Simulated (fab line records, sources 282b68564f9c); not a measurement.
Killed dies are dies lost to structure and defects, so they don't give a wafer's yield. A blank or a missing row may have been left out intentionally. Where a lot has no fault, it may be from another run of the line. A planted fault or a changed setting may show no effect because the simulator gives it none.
A lot that was struck, set against a sound lot / flow ritCmos / 21 out of 202 route steps
Sound: wafers L466.1, L466.4, L466.6. Struck: wafers L474.1, L474.5, L474.6. The cause is named last.
Per side, at each step with rows, come the tool, then ch with its chambers, and then its first start. Under that, the readings that differ: sound wafers / struck wafers / difference of the means / sigmas: that difference in standard deviations of wafers without a fault.
alike: a reading whose means differ by less than 2 such deviations, as well as words and numbers matching on both sides. not compared: withheld readings; readings where some wafer has no value; bounds like >300 that might hide an equal value; numbers whose values overlap and for which the record gives no deviation.
A row with sigmas, a row that says differs or no value, or rows on one side alone: a step with any of these is where the two part. Non-overlapping numbers with no deviation appear without sigmas and do not part them. A reading that every wafer of one side lacks parts them only if that side has two wafers or more.

first, 2 steps without rows for these wafers: RIT_NSD_HARDBAKE_07 (time 60 s); RIT_NSD_IMPLANT_08.
RIT_NSD_STRIP_09: strips in O2, time 180 s.
  sound on plasmaAsher-01 ch 0,1, day 4 01:50; struck on plasmaAsher-02 ch 0,1, day 5 20:18
  alike: drypumpMotorCurrentA
  not compared: rfHoursCounterH
RIT_NSD_TW_MEAS_10:
  sound on filmMetro-04 at day 4 02:01; struck on filmMetro-04 at day 5 20:29
  alike: NSD_TW
then, 6 steps without rows for these wafers: RIT_PSD_HMDS_00 (prime time 60 s); RIT_PSD_COAT_01 (resist thk 1000 nm); RIT_PSD_SOFTBAKE_02 (time 60 s); RIT_PSD_EXPOSE_03 (exposes mask M10, target cd 40900 nm); RIT_PSD_PEB_04; RIT_PSD_DEVELOP_05 (develop time 50 s).
RIT_PSD_OVL_MEAS_06:
  sound on overlay-01 at day 4 02:55; struck on overlay-01 at day 5 21:31
  alike: PSD_OVL
then, 1 step without rows for these wafers: RIT_PSD_HARDBAKE_07 (time 60 s).
RIT_PSD_IMPLANT_08:
  sound on implanter-02 ch 0, day 4 03:06; struck on implanter-02 ch 0, day 5 21:42
reading=beamOnS (s); sound=14.3 13.9 14.1; struck=10.0 10.4 9.8; difference=-4.0; sigmas=-4
reading=doseIonsCm2; sound=5.002e+15 4.995e+15 5e+15; struck=2.817e+15 2.817e+15 2.819e+15; difference=-2.181e+15; sigmas=-99 or more
reading=faradayCurrentUA; sound=10750 11014 10940; struck=8679 8272 8830; difference=-2308; sigmas=-3
RIT_PSD_STRIP_09: strips in O2, time 180 s.
  sound on plasmaAsher-01 ch 0,1, day 4 03:15; struck on plasmaAsher-03 ch 0,1, day 5 21:51
  alike: drypumpMotorCurrentA
  not compared: rfHoursCounterH
RIT_PSD_TW_MEAS_10:
  sound on filmMetro-03 at day 4 03:26; struck on filmMetro-03 at day 5 22:15
reading=PSD_TW; sound=3459 3444 3432; struck=3225 3231 3261; difference=-206; sigmas=-8
  not compared: hold
then, 2 steps without rows for these wafers: RIT_SDANNEAL_CLEAN_01 (cleans in dHF, time 30 s); RIT_SDANNEAL_CLEAN_02 (cleans in SC2, time 600 s).
RIT_SDANNEAL_RTA_03: time 5.222 s.
  sound on rtpAnneal-01 ch 0, day 4 03:55; struck on rtpAnneal-01 ch 0, day 6 03:10
  alike: rampDownCPerS, wafer_temp_C_max
RIT_SDANNEAL_RS_MEAS_04: measures by four-point-probe.
  sound on filmMetro-03 at day 4 03:58; struck on filmMetro-04 at day 6 03:31
reading=PSD_RS (ohm/sq); sound=116.1 115.9 115.9; struck=122.2 122.5 122.6; difference=+6.5; sigmas=+17
  not compared: hold
RIT_SDANNEAL_RS_MEAS_05: measures by four-point-probe.
  sound on filmMetro-03 at day 4 04:05; struck on filmMetro-04 at day 6 06:55
reading=hold; sound=- - -; struck=awaitDispo/3.3h/release awaitDispo/3.3h/release awaitDispo/3.3h/release; difference=no value on the sound wafers; sigmas=
  alike: NSD_RS
RIT_M1_PROBE_99:
  record: rows for the struck wafers here (prober-01, day 6 14:21), none for the sound ones

WHERE THEY PART
Earliest at RIT_PSD_IMPLANT_08; latest, in this record, at RIT_M1_PROBE_99.

WHY: what had been put in by the simulator
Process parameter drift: implanter-02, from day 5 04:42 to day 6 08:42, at RIT_PSD_IMPLANT_08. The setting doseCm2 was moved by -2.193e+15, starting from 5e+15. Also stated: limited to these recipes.
